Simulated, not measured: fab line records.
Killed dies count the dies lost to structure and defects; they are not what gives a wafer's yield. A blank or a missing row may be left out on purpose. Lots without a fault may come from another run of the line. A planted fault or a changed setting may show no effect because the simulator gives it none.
A struck lot beside a sound one ; flow rit_cmos ; 15 out of 202 route steps
Sound: the wafers L430.1, L430.3, L430.6. Wafers L442.1, L442.5, L442.6 were the ones struck. The cause comes at the end.
For every step that has rows: the tool of each side, followed by ch and its chambers, followed by its first start. Under that, the readings that differ: sound wafers ; struck wafers ; difference of the means ; sigmas: that difference in standard deviations of wafers without a fault.
alike: readings whose means differ by less than 2 such deviations, and words and numbers that are the same on both sides. not compared: withheld readings, readings that some wafer has no value for, bounds like >300 that may hide the same value, and numbers for which the record gives no deviation and whose values overlap.
The two part at a step that has a row with sigmas, a row that says differs or no value, or rows on one side only. When numbers do not overlap yet have no deviation, they are printed without sigmas and do not part them. A reading that every wafer of one side lacks parts them only if that side has two wafers or more.

RIT_PWELL_TW_MEAS_10:
  sound on film_metro-04 at day 2 05:48; struck on film_metro-04 at day 4 18:26
  alike: PWELL_TW
then, 1 step without rows for these wafers: RIT_WELLDRIVE_ANNEAL_00 (time 14700 s).
RIT_WELLDRIVE_RS_MEAS_01: measurement is done with a four-point probe.
  sound on film_metro-02 at day 2 10:56; struck on film_metro-04 at day 5 00:21
  alike: NWELL_RS
RIT_WELLDRIVE_RS_MEAS_02: measurement is done with a four-point probe.
  sound on film_metro-02 at day 2 11:04; struck on film_metro-04 at day 5 00:28
  alike: PWELL_RS
then, 6 steps without rows for these wafers: RIT_NRETRO_HMDS_00 (prime time 60 s); RIT_NRETRO_COAT_01 (resist thk 1300 nm); RIT_NRETRO_SOFTBAKE_02 (time 58.83 s); RIT_NRETRO_EXPOSE_03 (exposes mask M4, target cd 43900 nm); RIT_NRETRO_PEB_04; RIT_NRETRO_DEVELOP_05 (develop time 68 s).
RIT_NRETRO_OVL_MEAS_06:
  sound on overlay-02 at day 2 12:15; struck on overlay-01 at day 5 01:28
  alike: NRETRO_OVL
then, 1 step without rows for these wafers: RIT_NRETRO_HARDBAKE_07 (time 120 s).
RIT_NRETRO_IMPLANT_08:
  sound on implanter-02 ch 0, day 2 12:32; struck on implanter-03 ch 0, day 5 01:46
reading;sound;struck;difference;sigmas
tilt_deg (degrees);6.991 6.970 6.998;5.020 4.988 4.993;-1.986;-99 or more
RIT_NRETRO_STRIP_09: strips in O2, time 180 s.
  sound on plasma_asher-04 ch 0,1, day 2 12:41; struck on plasma_asher-01 ch 0,1, day 5 01:55
  alike: chamber_pressure_mTorr, drypump_motor_current_A
  not compared: rf_hours_counter_h
RIT_M1_PROBE_99:
  sound on prober-01 at day 3 17:10; struck on prober-01 at day 6 06:09
reading;sound;struck;difference;sigmas
killed_at_M0_to_M3;1 0 0;0 0 0;+0;-3
  alike: killed_at_contacts, killed_at_front_end, killed_dies, killed_open, killed_short

WHERE THEY PART
At RIT_NRETRO_IMPLANT_08 first; at RIT_M1_PROBE_99 last (within this record only).

WHY: what had been put in by the simulator
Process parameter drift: implanter-03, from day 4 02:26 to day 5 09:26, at RIT_NRETRO_IMPLANT_08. The setting tilt_deg was moved by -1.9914, starting from 7. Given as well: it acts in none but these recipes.
